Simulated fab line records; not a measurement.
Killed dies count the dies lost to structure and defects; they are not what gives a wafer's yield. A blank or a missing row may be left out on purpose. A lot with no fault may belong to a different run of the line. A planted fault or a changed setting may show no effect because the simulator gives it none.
8D (eight disciplines) problem report, filled in by code + flow rit-cmos + the parts of the form that need people (team, actions taken, sign-off) are left out

## 1. WHAT IS WRONG
Wafers free of any fault read 149.6 nm (standard deviation 1.4) for ACTIVE_NITRIDE_THK at RIT_ACTIVE_THK_MEAS_04, against a mean of 198.9 nm on 6 wafers of 2 lots. Measured from the usual mean, that is +35 standard deviations.
The first sign was on wafer L641.2 at day 4 02:15, on film-metro-03. Wafers with a number at this step in the record: 42, from 14 lots. The rule behind "out" and "out of limits": a value lying over 4 standard deviations away from the usual mean. All remaining wafers that have a number are taken as sound.

## 2. WHAT IT IS; WHAT IT IS NOT
| question                    | is                     | is not                                                                                 |
|-----------------------------|------------------------|----------------------------------------------------------------------------------------|
| which readings at this step | ACTIVE_NITRIDE_THK     | -                                                                                      |
| which lots                  | L641, L644             | L629, L630, L631, L633, L636, L637, L639, L640, L642, L643, L647, L652                 |
| which wafers of those lots  | all that have a number | -                                                                                      |
| read on which gauges        | film-metro-03          | film-metro-01, film-metro-02                                                           |
| when                        | from day 4 02:15       | up to then (24 sound wafers); but 12 sound wafers of L642, L643, L647, L652 came after |

## 3. THE SUSPECTS, EACH WITH WHAT RULES IT OUT
Counting: a tool stays on the suspect list if, at a process step up to the reading, it processed all lots that are out and no sound lot following the first of them.
- ruled out: the gauge at RIT_ACTIVE_THK_MEAS_04. All the wafers that are out were read on film-metro-03, but those of them that RIT_ACTIVE_ETCH_13 has rows for are out there too, on other tools.
- lpcvd-02 at RIT_ACTIVE_CVD_03 (deposits Si3N4 from SiH2Cl2/NH3, target thk 150 nm, time 1500 s): kept. It ran every lot that is out, first L641 (day 4 00:07), and no sound lot after that; its last sound lot up to then is L639 (day 3 14:07).
Remaining after the count: lpcvd-02 at RIT_ACTIVE_CVD_03.

## 4. THE CAUSE (what the simulator had put in)
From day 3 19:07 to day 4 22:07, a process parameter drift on lpcvd-02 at RIT_ACTIVE_CVD_03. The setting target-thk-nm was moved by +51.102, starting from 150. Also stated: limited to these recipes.
This tool alone remained once counting was done.

## 5. THE EFFECT CHAIN, in route order
Each row: a reading whose mean over the struck wafers that have a number lies more than 3 standard deviations from the usual. Only readings for which the record gives a usual standard deviation are gone through. hours: the time from each lot's start at the first step in this table that gives one to its start at this step, as a median over the lots. sigmas: the change in usual standard deviations.
| hours | step                   | reading            | usual      | on struck wafers | change | sigmas |
|-------|------------------------|--------------------|------------|------------------|--------|--------|
| 0     | RIT_ACTIVE_THK_MEAS_04 | ACTIVE_NITRIDE_THK | 149.6 nm   | 198.9            | +49.3  | +35    |
| 1     | RIT_ACTIVE_ETCH_13     | oes-product-au     | 0.823 a.u. | 0.966            | +0.143 | +13    |
Here are the process steps it includes:
- RIT_ACTIVE_ETCH_13: etches Si3N4 in SF6, stops on SiO2, time 210 s, target depth 210 nm.

## 6. HOW IT WOULD HAVE BEEN CAUGHT EARLIER
In this record the first reading out of limits at a measuring or inspecting step was taken at day 4 02:15, 7 hours after the fault began at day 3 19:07.
An alarm limit of 4 standard deviations would not have fired on the tool readings at RIT_ACTIVE_CVD_03 for which the record gives a usual standard deviation, since none of them was out on any struck wafer.
Among the 2 lots that are out, L644 began RIT_ACTIVE_CVD_03 on lpcvd-02 after day 4 02:15. Had the tool been put on hold then, it would have been spared.
